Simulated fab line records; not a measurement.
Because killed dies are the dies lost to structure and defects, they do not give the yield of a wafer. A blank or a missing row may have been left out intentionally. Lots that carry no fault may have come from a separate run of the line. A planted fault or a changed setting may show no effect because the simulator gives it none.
A struck lot beside a sound one    flow berkeleyCmos170    15 steps out of a route of 331
Sound: wafers L258.1, L258.2, L258.3. The struck wafers were L264.3, L264.4, L264.6. The cause comes at the end.
Per side, at each step with rows, come the tool, then ch with its chambers, and then its first start. Under that, the readings that differ: sound wafers    struck wafers    difference of the means    sigmas: that difference in standard deviations of wafers without a fault.
alike: same words and numbers on both sides, and readings whose means sit less than 2 such deviations apart. not compared: any withheld reading, any reading some wafer has no value for, any bound like >300 that may hide the same value, and any number with overlapping values for which the record gives no deviation.
A row with sigmas, a row that says differs or no value, or rows on one side alone: a step with any of these is where the two part. Non-overlapping numbers with no deviation appear without sigmas and do not part them. A reading missing from all wafers of one side parts the sides only when that side holds two or more wafers.

first, 3 steps without rows for these wafers: UCB170_PWELL_EXPOSE_10 (exposes mask PWELL, target cd 3000 nm); UCB170_PWELL_PEB_11; UCB170_PWELL_DEVELOP_12 (develop time 45 s).
UCB170_PWELL_OVL_MEAS_13:
  sound on overlay-02, day 4 19:56; struck on overlay-02, day 6 02:11
  alike: PWELL_OVL
UCB170_PWELL_ETCH_14: etches Si3N4 in CH3F/Ar/O2, stops on SiO2, target depth 242 nm, time 151 s.
  sound on rieDiel-03 ch 0,1,3, day 4 19:58; struck on rieDiel-03 ch 0,3, day 6 02:13
  alike: drypumpMotorCurrentA, oesProductAu, throttleValvePct
  not compared: rfHoursCounterH
after that, 1 step had no rows for these wafers: UCB170_PWELL_IMPLANT_15.
UCB170_PWELL_STRIP_16: strips in O2.
  sound on plasmaAsher-02 ch 0,1, day 4 20:14; struck on plasmaAsher-01 ch 0,1, day 6 02:30
  alike: drypumpMotorCurrentA, oesProductAu, stripTimeToEndpointS
  not compared: rfHoursCounterH
UCB170_PWELL_TW_MEAS_17:
  sound on filmMetro-04, day 4 20:20; struck on filmMetro-04, day 6 02:35
  alike: PWELL_TW
then, 4 steps without rows for these wafers: UCB170_PWELL_CLEAN_18 (cleans in SPM, time 600 s); UCB170_PWELL_WET_ETCH_19 (etches Si3N4 in H3PO4, time 14400 s); UCB170_PWELL_WET_ETCH_20 (etches SiO2 in BOE, time 22 s); UCB170_WELLDRIVE_CLEAN_00 (cleans in SPM, time 600 s).
UCB170_WELLDRIVE_OXIDATION_01: target thk 199 nm, ox time 9000 s.
  sound on furnace-04 ch 0, day 5 02:18; struck on furnace-02 ch 0, day 6 08:46
reading                                          sound                 struck                difference  sigmas
spikeTcCentreC (C)                               1103.2 1103.7 1101.1  1084.9 1085.4 1085.1  -17.5       -13
spikeTcLoadC (C)                                 1133.4 1133.7 1134.0  1111.3 1112.9 1111.2  -21.9       -7
spikeTcSourceC (C)                               1124.5 1124.0 1125.0  1108.9 1109.4 1110.1  -15.0       -14
model.SiO2_of_WELLDRIVE_OXIDATION_01.thkNm (nm)  197.4 194.1 198.8     182 183.3 180.5       -15         
UCB170_WELLDRIVE_THK_MEAS_02:
  sound on filmMetro-04, day 5 05:48; struck on filmMetro-04, day 6 12:17
reading                   sound        struck       difference  sigmas
WELLDRIVE_OXIDE_THK (nm)  197 194 199  182 183 181  -15         -4
then, 1 step without rows for these wafers: UCB170_WELLDRIVE_ANNEAL_03 (time 900 s).

== WHERE THEY PART ==
First at UCB170_WELLDRIVE_OXIDATION_01; last, within this record, at UCB170_WELLDRIVE_THK_MEAS_02.

WHY: whatever the simulator had introduced
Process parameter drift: furnace-02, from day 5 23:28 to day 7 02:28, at UCB170_WELLDRIVE_OXIDATION_01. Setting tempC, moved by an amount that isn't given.
